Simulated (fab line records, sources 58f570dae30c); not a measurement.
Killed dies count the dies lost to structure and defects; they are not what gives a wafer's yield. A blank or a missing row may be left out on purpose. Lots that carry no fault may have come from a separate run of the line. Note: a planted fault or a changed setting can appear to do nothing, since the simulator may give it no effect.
fab line records | flow berkeleyCmos170
record: lots: 5 wafers: 15 lastDay: 12
route steps=331 shown V1@254 M2@271 V2@292
lots untouched by any fault: they come from a run of this same line in which no faults occurred
startH: hours from the record's first day to the start of the lot's first wafer shown | waitH: hours from the lot's prior step to this one | " same as the row above | L1.1+2: a single row standing in for several wafers | - either no value or no given start | * or withheld: withheld | < > ~ a bound
route shown NAME@n: a module of which the file shows steps, and the number in the route of the first | usual: the fault-free wafers' mean and standard deviation | same: alike in all rows | chamber/n: place in a boat | sites: readings site by site | _std_site: their standard deviation | _edge_site: mean of outer sites minus mean of inner sites | radiusMm: for every site, how far away it sits from the centre of the wafer | mask NAME#n: copy n | behind: the tool/chamber that last shaped the wafer | hold: why the lot went on hold/how many hours it stayed there/how the hold came to an end | device: names the non-switching transistor (n, p or np) | end of line: tests run on the same wafers once the route is complete | for a step that has no rows: nothing shown but its recipe | killed: dies lost to structure and defects at the first sort, not the wafer's yield | map: a wafer's dies, x killed, . not, _ none there
set.NAME: the setting the step ran with; set.NAME@STEP: the setting that earlier step ran with | model.NAME: the simulator's own value behind a step, which no gauge read
lots at selected steps of the route; one table per step, one row per wafer
services: when a tool's chamber went out of use (startH, in hours from the record's first day, below 0 if earlier), for how many hours, and the reason
== steps ==
step: UCB170_V1_CVD_00
recipe: material: SiO2 targetThkNm: 2000 tempC: 390 precursor: TEOS/O2 timeS: 250 rfW: 550 pressureMtorr: 9000
usual: heaterPowerW: 262/47
columns lot.wafer tool chamber startH waitH heaterPowerW
L076.3 pecvd-03 2 160.60 0.2 333
L076.4 " 1 " " 206
L076.6 " 2 " " 246
L081.2 pecvd-02 2 204.40 0.0 282
L081.4 " 0 " " 252
L081.6 " 1 " " 324
L084.2 pecvd-03 2 204.40 0.0 247
L084.4 " 0 " " 290
L084.5 " 2 " " 324
L096.4 pecvd-02 2 267.59 0.1 308
L096.5 " 1 " " 306
L096.6 " 0 " " 240
L097.1 pecvd-03 1 279.64 0.0 200
L097.2 " 2 " " 333
L097.4 " 2 " " 237
step: UCB170_V1_THK_MEAS_01
recipe: reads: SiO2_of_V1_CVD_00
usual: V1_TEOS_THK: 1993/23
columns lot.wafer tool chamber startH waitH V1_TEOS_THK[nm]
L076.3 filmMetro-03 - 160.77 0.1 1974
L076.4 " - " " 2001
L076.6 " - " " 1992
L081.2 filmMetro-03 - 204.57 0.1 1974
L081.4 " - " " 2015
L081.6 " - " " 1987
L084.2 filmMetro-02 - 204.60 0.1 1938
L084.4 " - " " 2013
L084.5 " - " " 1980
L096.4 filmMetro-04 - 267.70 0.0 1989
L096.5 " - " " 2017
L096.6 " - " " 2013
L097.1 filmMetro-04 - 279.79 0.1 1963
L097.2 " - " " 1984
L097.4 " - " " 2019
step: UCB170_V1_CMP_02
recipe: material: SiO2 downForcePsi: 6 platenRpm: 60 padVelocityMS: 0.75398
usual: motorCurrentA: 17.3/1.6 slurryFilterDpKPa: 13.49/0.14
columns lot.wafer tool chamber startH waitH motorCurrentA slurryFilterDpKPa
L076.3 cmp-01 2 161.31 0.5 16.3 13.30
L076.4 " 0 " " 18.9 13.41
L076.6 " 1 " " 16.7 13.63
L081.4 cmp-01 2 204.62 0.0 16.5 13.47
L081.2 " 1 " " 16.1 13.46
L081.6 " 2 " " 14.9 13.22
L084.2 cmp-02 2 204.70 0.1 17.6 13.46
L084.4 " 0 " " 15.8 13.29
L084.5 " 1 " " 20.2 13.61
L096.4 cmp-02 1 267.83 0.1 19.9 13.54
L096.6 " 3 " " 16.2 13.47
L096.5 " 0 " " 15.6 13.54
L097.4 cmp-02 0 280.15 0.3 15.5 13.44
L097.1 " 2 " " 18.3 13.41
L097.2 " 3 " " 15.9 13.48
step: UCB170_V1_BOW_MEAS_03
recipe: mode: bow
usual: V1_BOW: 20/6.7
columns lot.wafer tool chamber startH waitH V1_BOW[um]
L076.3 filmMetro-04 - 161.60 0.2 13
L076.4 " - " " 14
L076.6 " - " " 31
L081.2 filmMetro-02 - 204.94 0.1 21
L081.4 " - " " 33
L081.6 " - " " 17
L084.2 filmMetro-03 - 204.97 0.2 25
L084.4 " - " " 25
L084.5 " - " " 20
L096.4 filmMetro-03 - 268.09 0.2 20
L096.5 " - " " 20
L096.6 " - " " 12
L097.1 filmMetro-03 - 280.45 0.1 14
L097.2 " - " " 12
L097.4 " - " " 26
step: UCB170_V1_THK_MEAS_04
recipe: reads: SiO2_of_V1_CVD_00
usual: V1_POLISHED_THK: 999.9/0.99
columns lot.wafer tool chamber startH waitH V1_POLISHED_THK[nm]
L076.3 filmMetro-04 - 161.70 0.1 1001.3
L076.4 " - " " 999.5
L076.6 " - " " 999.7
L081.2 filmMetro-02 - 205.05 0.1 1000.1
L081.4 " - " " 998.8
L081.6 " - " " 999.3
L084.2 filmMetro-03 - 205.08 0.1 999.5
L084.4 " - " " 999.3
L084.5 " - " " 999.8
L096.4 filmMetro-03 - 268.18 0.1 999.7
L096.5 " - " " 1000.5
L096.6 " - " " 1000.2
L097.1 filmMetro-03 - 280.57 0.1 1000.7
L097.2 " - " " 1001.1
L097.4 " - " " 1000.6
step: UCB170_V1_CLEAN_05
recipe: chemistry: DIW
columns lot.wafer tool chamber startH waitH
L076.3+4+6 wetBench-02 2 161.80 0.1
L081.2+4+6 wetBench-02 3 205.10 0.0
L084.2+4+5 wetBench-04 1 205.13 0.0
L096.4+5+6 wetBench-04 1 270.15 2.0
L097.1+2+4 wetBench-04 0 280.73 0.1
step: UCB170_V1_HMDS_06
recipe: primeTimeS: 60 primeTempC: 100
columns lot.wafer tool chamber startH waitH
L076.3+4+6 lithoTrack-02 0 162.02 0.1
L081.2+4+6 lithoTrack-03 0 205.30 0.0
L084.2+4+5 lithoTrack-04 0 205.39 0.1
L096.4+5+6 lithoTrack-04 0 270.56 0.2
L097.1+2+4 lithoTrack-02 0 281.24 0.3
step: UCB170_V1_COAT_07
recipe: resist: KrF spinRpm: 1500 resistThkNm: 900
usual: dispensePressureKPa: 51/3.4
columns lot.wafer tool chamber startH waitH dispensePressureKPa
L076.3 lithoTrack-02 0 162.17 0.1 56
L076.4 " 0 " " 56
L076.6 " 0 " " 56
L081.2 lithoTrack-03 0 205.45 0.1 49
L081.4 " 0 " " 49
L081.6 " 0 " " 49
L084.2 lithoTrack-04 0 205.54 0.1 48
L084.4 " 0 " " 48
L084.5 " 0 " " 48
L096.4 lithoTrack-04 0 270.71 0.1 48
L096.5 " 0 " " 48
L096.6 " 0 " " 48
L097.1 lithoTrack-02 0 281.39 0.1 56
L097.2 " 0 " " 56
L097.4 " 0 " " 56
step: UCB170_V1_SOFTBAKE_08
recipe: resist: KrF tempC: 130 timeS: 60
columns lot.wafer tool chamber startH waitH
L076.3+4+6 lithoTrack-02 0 162.32 0.1
L081.2+4+6 lithoTrack-03 0 205.60 0.1
L084.2+4+5 lithoTrack-04 0 205.69 0.1
L096.4+5+6 lithoTrack-04 0 270.86 0.1
L097.1+2+4 lithoTrack-02 0 281.54 0.1
step: UCB170_V1_EXPOSE_09
recipe: maskId: VIA1 targetCdNm: 700 na: 0.5 sigmaOuter: 0.6 sourceShape: conventional doseMj: 37
same: sigmaOuter: 0.6
columns lot.wafer tool chamber startH waitH mask
L076.3+4+6 krfScanner-02 0 162.77 0.4 VIA1#0
L081.2+4+6 krfScanner-02 0 205.74 0.1 VIA1#0
L084.2+4+5 krfScanner-02 0 205.86 0.1 VIA1#0
L096.4+5+6 krfScanner-02 0 270.99 0.1 VIA1#0
L097.1+2+4 krfScanner-01 0 281.90 0.3 VIA1#0
step: UCB170_V1_PEB_10
recipe: pebTempC: 130 pebTimeS: withheld resist: KrF
columns lot.wafer tool chamber startH waitH
L076.3+4+6 lithoTrack-03 0 162.89 0.1
L081.2+4+6 lithoTrack-04 0 205.86 0.1
L084.2+4+5 lithoTrack-04 0 206.14 0.3
L096.4+5+6 lithoTrack-03 0 271.52 0.5
L097.1+2+4 lithoTrack-02 0 282.52 0.6
step: UCB170_V1_DEVELOP_11
recipe: developer: TMAH developTimeS: 45 resist: KrF devTempC: 21
columns lot.wafer tool chamber startH waitH
L076.3+4+6 lithoTrack-03 0 - -
L081.2+4+6 lithoTrack-04 0 - -
L084.2+4+5 lithoTrack-04 0 - -
L096.4+5+6 lithoTrack-03 0 - -
L097.1+2+4 lithoTrack-02 0 - -
step: UCB170_V1_CD_MEAS_12
recipe: targetCdNm: 700
usual: cdNm: 700.3/0.98
columns lot.wafer tool chamber startH waitH cdNm
L076.3 cdSem-02 - 163.16 - 699.2
L076.4 " - " " 700.1
L076.6 " - " " 698.9
L081.2 cdSem-01 - 206.13 - 700.4
L081.4 " - " " 699.3
L081.6 " - " " 699.7
L084.2 cdSem-01 - 206.44 - 700.9
L084.4 " - " " 700.8
L084.5 " - " " 700.5
L096.4 cdSem-02 - 271.78 - 700.4
L096.5 " - " " 701.4
L096.6 " - " " 702.1
L097.1 cdSem-02 - 283.02 - 700.5
L097.2 " - " " 701.9
L097.4 " - " " 700.8
step: UCB170_V1_OVL_MEAS_13
usual: V1_OVL: 3/6.4
columns lot.wafer tool chamber startH waitH V1_OVL[nm]
L076.3 overlay-01 - 163.25 0.1 -10
L076.4 " - " " 1
L076.6 " - " " -5
L081.2 overlay-02 - 206.24 0.1 5
L081.4 " - " " 2
L081.6 " - " " 6
L084.2 overlay-02 - 206.54 0.1 -1
L084.4 " - " " -4
L084.5 " - " " 4
L096.4 overlay-01 - 271.86 0.1 -1
L096.5 " - " " 3
L096.6 " - " " -3
L097.1 overlay-01 - 283.14 0.1 12
L097.2 " - " " 4
L097.4 " - " " 11
step: UCB170_V1_ETCH_14
recipe: chemistry: CHF3/CF4/Ar target: SiO2 stopOn: Al CHF3_flow_sccm: 45 cf4FlowSccm: 15 Ar_flow_sccm: 150 pressureMtorr: 200 rfW: 700 targetDepthA: 12500 overEtchFrac: 0.25 timeS: 291
usual: drypumpMotorCurrentA: 5.8/0.4 oesProductAu: 0.874/0.012 throttleValvePct: 6.90/0.07
columns lot.wafer tool chamber startH waitH drypumpMotorCurrentA oesProductAu rfHoursCounterH throttleValvePct
L076.3 rieDiel-04 0 163.28 0.0 5.4 0.884 113 6.83
L076.4 " 1 " " 6.1 0.876 117 6.79
L076.6 " 0 " " 5.4 0.879 - 6.84
L081.2 rieDiel-02 1 206.27 0.0 6.3 0.877 99 6.98
L081.4 " 2 " " 5.7 0.884 106 6.85
L081.6 " 0 " " 5.3 0.874 - 6.87
L084.2 rieDiel-04 3 206.57 0.0 5.6 0.877 112 6.91
L084.4 " 0 " " 5.5 0.884 - 6.85
L084.5 " 2 " " 6.6 0.887 - 6.95
L096.4 rieDiel-04 1 271.97 0.1 6.1 0.887 - 6.78
L096.5 " 3 " " 5.7 0.877 - 6.89
L096.6 " 2 " " 6.6 0.892 - 6.97
L097.1 rieDiel-03 2 283.17 0.0 5.8 0.869 39 6.93
L097.2 " 0 " " 5.2 0.868 21 6.83
L097.4 " 2 " " 5.8 0.870 - 6.93
step: UCB170_V1_STRIP_15
recipe: chemistry: O2 powerW: 400 pressureMtorr: 3500 platenTempC: withheld o2FlowSccm: 400 overashFraction: 0.5
usual: drypumpMotorCurrentA: 5.7/0.41 oesProductAu: 0.722/0.0052 stripTimeToEndpointS: 15.36/0.11
columns lot.wafer tool chamber startH waitH drypumpMotorCurrentA oesProductAu rfHoursCounterH stripTimeToEndpointS
L076.3 plasmaAsher-02 0 163.49 0.1 5.1 0.731 - 15.39
L076.4 " 1 " " 5.9 0.716 - 15.26
L076.6 " 1 " " 5.9 0.730 - 15.38
L081.2 plasmaAsher-02 1 206.45 0.1 5.9 0.724 51 15.24
L081.4 " 0 " " 5.1 0.724 - 15.35
L081.6 " 1 " " 5.9 0.723 - 15.42
L084.2 plasmaAsher-01 1 206.75 0.1 5.9 0.718 44 15.52
L084.4 " 1 " " 5.9 0.716 - 15.39
L084.5 " 0 " " 6.3 0.721 - 15.41
L096.4 plasmaAsher-01 0 272.09 0.0 6.3 0.721 - 15.31
L096.5 " 1 " " 5.9 0.723 - 15.55
L096.6 " 0 " " 6.3 0.725 - 15.35
L097.1 plasmaAsher-03 0 283.35 0.1 5.5 0.714 18 15.28
L097.2 " 1 " " 5.5 0.715 18 15.38
L097.4 " 1 " " 5.5 0.716 - 15.26
step: UCB170_V1_CD_MEAS_90
recipe: targetCdNm: 700
usual: cdNm: 700.2/1.1
columns lot.wafer tool chamber startH waitH cdNm
L076.3 cdSem-01 - 163.59 0.1 698.9
L076.4 " - " " 700.1
L076.6 " - " " 698.9
L081.2 cdSem-01 - 206.57 0.1 699.6
L081.4 " - " " 698.5
L081.6 " - " " 698.8
L084.2 cdSem-01 - 207.17 0.4 700.1
L084.4 " - " " 700.1
L084.5 " - " " 700.4
L096.4 cdSem-02 - 272.22 0.1 700.4
L096.5 " - " " 701.1
L096.6 " - " " 702.2
L097.1 cdSem-02 - 283.50 0.1 701.0
L097.2 " - " " 702.3
L097.4 " - " " 701.2
step: UCB170_M2_PRE_CLEAN_00
recipe: gas: Ar precleanEtchTimeS: 60
columns lot.wafer tool chamber startH waitH
L076.3+4+6 pvdSputter-01 - 163.67 0.1
L081.2+4+6 pvdSputter-02 - 206.67 0.1
L084.2+4+5 pvdSputter-01 - 207.27 0.1
L096.4+5+6 pvdSputter-02 - 272.28 0.0
L097.1+2+4 pvdSputter-01 - 283.62 0.1
step: UCB170_M2_SPUTTER_01
recipe: material: Al targetThkNm: 900 timeS: 120 powerW: 6000 chamberPressurePa: 0.5
usual: throttleValvePct: 30.2/1.2
columns lot.wafer tool chamber startH waitH throttleValvePct
L076.3 pvdSputter-01 - 163.74 0.0 32.5
L076.4 " - " " 28.0
L076.6 " - " " 30.4
L081.2 pvdSputter-02 - 206.73 0.0 29.4
L081.4 " - " " 31.0
L081.6 " - " " 29.3
L084.2 pvdSputter-01 - 207.33 0.0 30.2
L084.4 " - " " 32.4
L084.5 " - " " 29.4
L096.4 pvdSputter-02 - 272.34 0.0 30.9
L096.5 " - " " 29.2
L096.6 " - " " 30.7
L097.1 pvdSputter-01 - 283.69 0.0 27.9
L097.2 " - " " 32.6
L097.4 " - " " 29.5
step: UCB170_M2_RS_MEAS_02
recipe: thkMeasGauge: four-point-probe reads: Al_of_M2_SPUTTER_01
usual: M2_AL_RS: 0.03216/0.00028
columns lot.wafer tool chamber startH waitH M2_AL_RS[ohm/sq]
L076.3 filmMetro-02 - 163.91 0.1 0.03219
L076.4 " - " " 0.0325
L076.6 " - " " 0.03246
L081.2 filmMetro-03 - 206.84 0.1 0.03281
L081.4 " - " " 0.03258
L081.6 " - " " 0.03274
L084.2 filmMetro-02 - 207.44 0.1 0.03192
L084.4 " - " " 0.03197
L084.5 " - " " 0.03211
L096.4 filmMetro-02 - 272.49 0.1 0.03219
L096.5 " - " " 0.0321
L096.6 " - " " 0.03239
L097.1 filmMetro-03 - 283.77 0.0 0.03216
L097.2 " - " " 0.03202
L097.4 " - " " 0.03232
step: UCB170_M2_THK_MEAS_03
recipe: thkMeasGauge: xrf reads: Al_of_M2_SPUTTER_01
usual: M2_AL_THK: 895/8.6
columns lot.wafer tool chamber startH waitH M2_AL_THK[nm]
L076.3 filmMetro-02 - 164.01 0.1 894
L076.4 " - " " 883
L076.6 " - " " 887
L081.2 filmMetro-03 - 206.95 0.1 881
L081.4 " - " " 887
L081.6 " - " " 881
L084.2 filmMetro-02 - 207.55 0.1 905
L084.4 " - " " 901
L084.5 " - " " 892
L096.4 filmMetro-02 - 272.58 0.1 902
L096.5 " - " " 899
L096.6 " - " " 895
L097.1 filmMetro-03 - 283.89 0.1 898
L097.2 " - " " 901
L097.4 " - " " 890
step: UCB170_M2_HMDS_04
recipe: primeTimeS: 60 primeTempC: 100
columns lot.wafer tool chamber startH waitH
L076.3+4+6 lithoTrack-04 0 164.37 0.3
L081.2+4+6 lithoTrack-01 0 207.02 0.1
L084.2+4+5 lithoTrack-02 0 207.62 0.1
L096.4+5+6 lithoTrack-01 0 272.80 0.2
L097.1+2+4 lithoTrack-02 0 284.52 0.6
step: UCB170_M2_COAT_05
recipe: resist: KrF spinRpm: 1500 resistThkNm: 900
usual: dispensePressureKPa: 50.6/3
columns lot.wafer tool chamber startH waitH dispensePressureKPa
L076.3 lithoTrack-04 0 164.52 0.1 48.4
L076.4 " 0 " " 48.4
L076.6 " 0 " " 48.4
L081.2 lithoTrack-01 0 207.17 0.1 49.3
L081.4 " 0 " " 49.4
L081.6 " 0 " " 49.4
L084.2 lithoTrack-02 0 207.77 0.1 55.7
L084.4 " 0 " " 55.7
L084.5 " 0 " " 55.7
L096.4 lithoTrack-01 0 272.95 0.1 49.4
L096.5 " 0 " " 49.4
L096.6 " 0 " " 49.4
L097.1 lithoTrack-02 0 284.67 0.1 55.7
L097.2 " 0 " " 55.7
L097.4 " 0 " " 55.7
step: UCB170_M2_SOFTBAKE_06
recipe: resist: KrF tempC: 130 timeS: 60
columns lot.wafer tool chamber startH waitH
L076.3+4+6 lithoTrack-04 0 164.67 0.1
L081.2+4+6 lithoTrack-01 0 207.32 0.1
L084.2+4+5 lithoTrack-02 0 207.92 0.1
L096.4+5+6 lithoTrack-01 0 273.10 0.1
L097.1+2+4 lithoTrack-02 0 284.82 0.1
step: UCB170_M2_STRIP_07
recipe: chemistry: O2 powerW: 400 pressureMtorr: 3500 platenTempC: withheld o2FlowSccm: 400 overashFraction: 0.5
usual: oesProductAu: 0.735/0.0042 stripTimeToEndpointS: 21.97/0.066
same: drypumpMotorCurrentA: 5.5
columns lot.wafer tool chamber startH waitH oesProductAu rfHoursCounterH stripTimeToEndpointS
L076.3 plasmaAsher-03 0 164.80 0.1 0.742 - 21.89
L076.4 " 1 " " 0.738 - 21.88
L076.6 " 1 " " 0.736 - 21.89
L081.2 plasmaAsher-03 0 207.45 0.1 0.738 10 21.97
L081.4 " 1 " " 0.732 - 21.97
L081.6 " 1 " " 0.735 - 21.95
L084.2 plasmaAsher-03 1 208.05 0.1 0.741 10 21.95
L084.4 " 0 " " 0.733 - 22.00
L084.5 " 1 " " 0.733 - 21.98
L096.4 plasmaAsher-03 1 273.21 0.1 0.743 - 22.08
L096.5 " 1 " " 0.738 - 22.00
L096.6 " 0 " " 0.730 - 22.06
L097.1 plasmaAsher-03 1 284.97 0.1 0.739 18 21.93
L097.2 " 0 " " 0.729 18 21.99
L097.4 " 1 " " 0.725 - 22.02
step: UCB170_M2_STRIP_08
recipe: chemistry: DMSO tempC: 80 timeS: 600 material: KrF
columns lot.wafer tool chamber startH waitH
L076.3+4+6 wetBench-03 0 164.87 0.0
L081.2+4+6 wetBench-02 1 207.55 0.1
L084.2+4+5 wetBench-03 3 208.15 0.1
L096.4+5+6 wetBench-03 2 273.27 0.0
L097.1+2+4 wetBench-03 2 285.27 0.3
step: UCB170_M2_COAT_09
recipe: resist: BARC tempC: withheld timeS: withheld spinRpm: 3000 resistThkNm: withheld
usual: dispensePressureKPa: 52/3.4
columns lot.wafer tool chamber startH waitH dispensePressureKPa
L076.3 lithoTrack-02 0 165.50 0.5 56
L076.4 " 0 " " 56
L076.6 " 0 " " 56
L081.2 lithoTrack-02 0 208.07 0.4 56
L081.4 " 0 " " 56
L081.6 " 0 " " 56
L084.2 lithoTrack-01 0 208.42 0.1 49
L084.4 " 0 " " 49
L084.5 " 0 " " 49
L096.4 lithoTrack-02 0 273.54 0.1 56
L096.5 " 0 " " 56
L096.6 " 0 " " 56
L097.1 lithoTrack-04 0 285.46 0.0 49
L097.2 " 0 " " 48
L097.4 " 0 " " 48
step: UCB170_M2_COAT_10
recipe: resist: KrF spinRpm: 1500 resistThkNm: 900
usual: dispensePressureKPa: 52/3.4
columns lot.wafer tool chamber startH waitH dispensePressureKPa
L076.3 lithoTrack-02 0 - - 56
L076.4 " 0 " " 56
L076.6 " 0 " " 56
L081.2 lithoTrack-02 0 - - 56
L081.4 " 0 " " 56
L081.6 " 0 " " 56
L084.2 lithoTrack-01 0 - - 49
L084.4 " 0 " " 49
L084.5 " 0 " " 49
L096.4 lithoTrack-02 0 - - 56
L096.5 " 0 " " 56
L096.6 " 0 " " 56
L097.1 lithoTrack-04 0 - - 48
L097.2 " 0 " " 48
L097.4 " 0 " " 48
step: UCB170_M2_SOFTBAKE_11
recipe: resist: KrF tempC: 130 timeS: 60
columns lot.wafer tool chamber startH waitH
L076.3+4+6 lithoTrack-02 0 - -
L081.2+4+6 lithoTrack-02 0 - -
L084.2+4+5 lithoTrack-01 0 - -
L096.4+5+6 lithoTrack-02 0 - -
L097.1+2+4 lithoTrack-04 0 - -
step: UCB170_M2_EXPOSE_12
recipe: maskId: METAL2 targetCdNm: 700 na: 0.5 sigmaOuter: 0.6 sourceShape: conventional doseMj: 26
same: sigmaOuter: 0.6
columns lot.wafer tool chamber startH waitH mask
L076.3+4+6 krfScanner-01 0 166.06 - METAL2#0
L081.2+4+6 krfScanner-02 0 208.52 - METAL2#0
L084.2+4+5 krfScanner-02 0 208.87 - METAL2#0
L096.4+5+6 krfScanner-01 0 273.97 - METAL2#0
L097.1+2+4 krfScanner-02 0 286.03 - METAL2#0
step: UCB170_M2_PEB_13
recipe: pebTempC: 130 pebTimeS: withheld resist: KrF
columns lot.wafer tool chamber startH waitH
L076.3+4+6 lithoTrack-01 0 166.19 0.1
L081.2+4+6 lithoTrack-01 0 208.87 0.3
L084.2+4+5 lithoTrack-01 0 209.15 0.3
L096.4+5+6 lithoTrack-01 0 274.15 0.2
L097.1+2+4 lithoTrack-01 0 286.15 0.1
step: UCB170_M2_DEVELOP_14
recipe: developer: TMAH developTimeS: 45 resist: KrF devTempC: 21
columns lot.wafer tool chamber startH waitH
L076.3+4+6 lithoTrack-01 0 - -
L081.2+4+6 lithoTrack-01 0 - -
L084.2+4+5 lithoTrack-01 0 - -
L096.4+5+6 lithoTrack-01 0 - -
L097.1+2+4 lithoTrack-01 0 - -
step: UCB170_M2_CD_MEAS_15
recipe: targetCdNm: 700
usual: cdNm: 700.7/1.4
columns lot.wafer tool chamber startH waitH cdNm
L076.3 cdSem-02 - 166.45 - 699.0
L076.4 " - " " 700.3
L076.6 " - " " 700.2
L081.2 cdSem-01 - 209.14 - 703.2
L081.4 " - " " 701.5
L081.6 " - " " 700.6
L084.2 cdSem-01 - 209.42 - 702.5
L084.4 " - " " 703.6
L084.5 " - " " 701.5
L096.4 cdSem-01 - 274.41 - 698.6
L096.5 " - " " 700.4
L096.6 " - " " 698.7
L097.1 cdSem-02 - 286.44 - 701.1
L097.2 " - " " 700.9
L097.4 " - " " 701.5
step: UCB170_M2_OVL_MEAS_16
usual: M2_OVL: 4/5.9
columns lot.wafer tool chamber startH waitH M2_OVL[nm]
L076.3 overlay-02 - 166.54 0.1 0
L076.4 " - " " 5
L076.6 " - " " 1
L081.2 overlay-02 - 209.25 0.1 7
L081.4 " - " " -1
L081.6 " - " " 9
L084.2 overlay-02 - 209.53 0.1 6
L084.4 " - " " 10
L084.5 " - " " 4
L096.4 overlay-02 - 274.49 0.1 13
L096.5 " - " " 0
L096.6 " - " " 11
L097.1 overlay-01 - 286.56 0.1 -2
L097.2 " - " " 2
L097.4 " - " " 4
step: UCB170_M2_ETCH_17
recipe: chemistry: N2/H2 targetDepthA: withheld overetchA: withheld target: BARC timeS: withheld sourceW: 500 biasW: 100 pressureMtorr: 30 n2FlowSccm: 100 h2FlowSccm: 200
usual: drypumpMotorCurrentA: 5.6/0.45 oesProductAu: 0.996/0.016 throttleValvePct: 13.29/0.16
columns lot.wafer tool chamber startH waitH drypumpMotorCurrentA oesProductAu throttleValvePct
L076.3 rieDiel-04 0 166.57 0.0 5.4 1.011 13.29
L076.4 " 2 " " 6.6 1.032 13.32
L076.6 " 0 " " 5.4 1.007 13.28
L081.2 rieDiel-03 1 209.28 0.0 6.0 0.978 13.23
L081.4 " 3 " " 5.3 1.009 13.25
L081.6 " 3 " " 5.3 1.014 13.23
L084.2 rieDiel-01 0 209.56 0.0 4.8 0.985 13.03
L084.4 " 2 " " 5.7 0.991 13.64
L084.5 " 0 " " 4.8 0.987 13.01
L096.4 rieDiel-04 3 274.52 0.0 5.7 0.994 13.22
L096.5 " 1 " " 6.1 1.011 13.07
L096.6 " 2 " " 6.6 1.028 13.33
L097.1 rieDiel-03 2 286.60 0.0 5.8 1.007 13.37
L097.2 " 1 " " 6.0 0.971 13.21
L097.4 " 1 " " 5.9 0.979 13.22
step: UCB170_M2_METAL_ETCH_18
recipe: chemistry: Cl2/BCl3 target: Al stopOn: SiO2 pressureMtorr: 12 targetDepthA: 11700 overEtchFrac: 0.3 timeS: 195 icpW: 600 biasW: 120 Cl2_flow_sccm: 90 bcl3FlowSccm: 45
usual: drypumpMotorCurrentA: 5.8/0.4 oesProductAu: 0.855/0.016 throttleValvePct: 24.41/0.13
columns lot.wafer tool chamber startH waitH drypumpMotorCurrentA oesProductAu rfHoursCounterH throttleValvePct
L076.3 rieMetal-01 0 166.67 - 6.3 0.827 - 24.43
L076.4 " 1 " " 5.2 0.834 - 24.61
L076.6 " 1 " " 5.2 0.841 - 24.62
L081.2 rieMetal-04 0 209.39 - 5.4 0.857 - 24.39
L081.4 " 0 " " 5.4 0.861 - 24.38
L081.6 " 0 " " 5.4 0.857 - 24.38
L084.2 rieMetal-01 1 209.60 - 5.2 0.853 8 24.62
L084.4 " 1 " " 5.2 0.841 - 24.61
L084.5 " 1 " " 5.2 0.842 - 24.60
L096.4 rieMetal-04 0 274.73 - 5.4 0.868 - 24.38
L096.5 " 0 " " 5.4 0.863 - 24.35
L096.6 " 0 " " 5.4 0.863 - 24.38
L097.1 rieMetal-01 1 286.64 - 5.2 0.840 11 24.61
L097.2 " 0 " " 6.3 0.837 9 24.43
L097.4 " 1 " " 5.2 0.827 - 24.62
step: UCB170_M2_STRIP_19
recipe: chemistry: O2 powerW: 400 pressureMtorr: 3500 platenTempC: withheld o2FlowSccm: 400 overashFraction: 0.5
usual: drypumpMotorCurrentA: 5.6/0.33 oesProductAu: 0.541/0.012
columns lot.wafer tool chamber startH waitH drypumpMotorCurrentA oesProductAu rfHoursCounterH
L076.3 plasmaAsher-03 1 166.83 0.1 5.5 0.530 -
L076.4 " 0 " " 5.5 0.540 -
L076.6 " 0 " " 5.5 0.530 -
L081.2 plasmaAsher-02 0 209.70 0.2 5.1 0.553 51
L081.4 " 1 " " 5.9 0.553 -
L081.6 " 0 " " 5.1 0.562 -
L084.2 plasmaAsher-03 1 209.79 0.1 5.5 0.521 10
L084.4 " 0 " " 5.5 0.535 -
L084.5 " 0 " " 5.5 0.528 -
L096.4 plasmaAsher-03 0 274.95 0.2 5.5 0.551 -
L096.5 " 0 " " 5.5 0.550 -
L096.6 " 1 " " 5.5 0.554 -
L097.1 plasmaAsher-04 0 286.83 0.1 6.0 0.528 58
L097.2 " 1 " " 6.3 0.541 58
L097.4 " 1 " " 6.3 0.528 -
step: UCB170_M2_CD_MEAS_90
recipe: targetCdNm: 700
usual: cdNm: 700.2/2.4
columns lot.wafer tool chamber startH waitH cdNm
L076.3 cdSem-01 - 166.94 0.1 697.7
L076.4 " - " " 699.0
L076.6 " - " " 698.9
L081.2 cdSem-01 - 209.94 0.2 700.4
L081.4 " - " " 698.8
L081.6 " - " " 699.6
L084.2 cdSem-01 - 210.06 0.2 705.2
L084.4 " - " " 701.1
L084.5 " - " " 700.9
L096.4 cdSem-01 - 275.08 0.1 700.8
L096.5 " - " " 702.3
L096.6 " - " " 701.2
L097.1 cdSem-02 - 286.93 0.1 697.9
L097.2 " - " " 697.6
L097.4 " - " " 700.1
step: UCB170_V2_CVD_00
recipe: material: SiO2 targetThkNm: 2000 tempC: 390 precursor: TEOS/O2 timeS: 250 rfW: 550 pressureMtorr: 9000
usual: heaterPowerW: 273/52
columns lot.wafer tool chamber startH waitH heaterPowerW
L076.3 pecvd-02 2 167.02 0.1 302
L076.4 " 2 " " 207
L076.6 " 1 " " 232
L081.2 pecvd-01 0 210.04 0.1 293
L081.4 " 1 " " 326
L081.6 " 0 " " 381
L084.2 pecvd-04 0 210.16 0.1 266
L084.4 " 0 " " 195
L084.5 " 2 " " 275
L096.4 pecvd-02 1 275.22 0.1 229
L096.5 " 2 " " 296
L096.6 " 1 " " 308
L097.1 pecvd-04 2 287.05 0.1 350
L097.2 " 1 " " 325
L097.4 " 0 " " 197
step: UCB170_V2_THK_MEAS_01
recipe: reads: SiO2_of_V2_CVD_00
usual: V2_TEOS_THK: 2002/26
columns lot.wafer tool chamber startH waitH V2_TEOS_THK[nm]
L076.3 filmMetro-02 - 167.19 0.1 1966
L076.4 " - " " 1980
L076.6 " - " " 2037
L081.2 filmMetro-02 - 210.20 0.1 2008
L081.4 " - " " 2013
L081.6 " - " " 2035
L084.2 filmMetro-01 - 210.32 0.1 1994
L084.4 " - " " 2035
L084.5 " - " " 2031
L096.4 filmMetro-04 - 275.40 0.1 2005
L096.5 " - " " 1961
L096.6 " - " " 2000
L097.1 filmMetro-02 - 287.20 0.1 1990
L097.2 " - " " 1999
L097.4 " - " " 2027
== services ==
columns tool chamber startH hours kind
krfScanner-01 - 144.27 0.8 pm
plasmaAsher-02 - 145.97 2.8 pm
krfScanner-01 - 155.98 3.5 repair
krfScanner-01 - 166.39 1.0 pm
rieMetal-01 1 178.62 1.4 repair
krfScanner-01 - 181.32 3.1 repair
plasmaAsher-03 - 191.66 4.7 repair
krfScanner-02 - 195.27 1.0 pm
pecvd-02 - 198.11 5.5 pm
krfScanner-02 - 198.70 0.8 pm
rieDiel-04 1 201.02 26.1 repair
rieDiel-04 - 202.28 0.5 repair
wetBench-03 - 212.05 1.9 pm
krfScanner-01 - 212.41 1.3 pm
cmp-02 - 217.54 0.3 repair
krfScanner-02 - 229.85 1.3 pm
pecvd-03 - 242.50 14.0 pm
krfScanner-01 - 250.99 4.4 pm
rieDiel-03 2 259.46 6.5 repair
rieDiel-04 0 267.12 17.7 repair
pecvd-02 0 269.61 6.0 repair
plasmaAsher-02 - 275.56 3.4 repair
rieDiel-03 3 280.70 9.9 repair
cmp-02 - 283.94 3.5 repair
== key ==
fault none
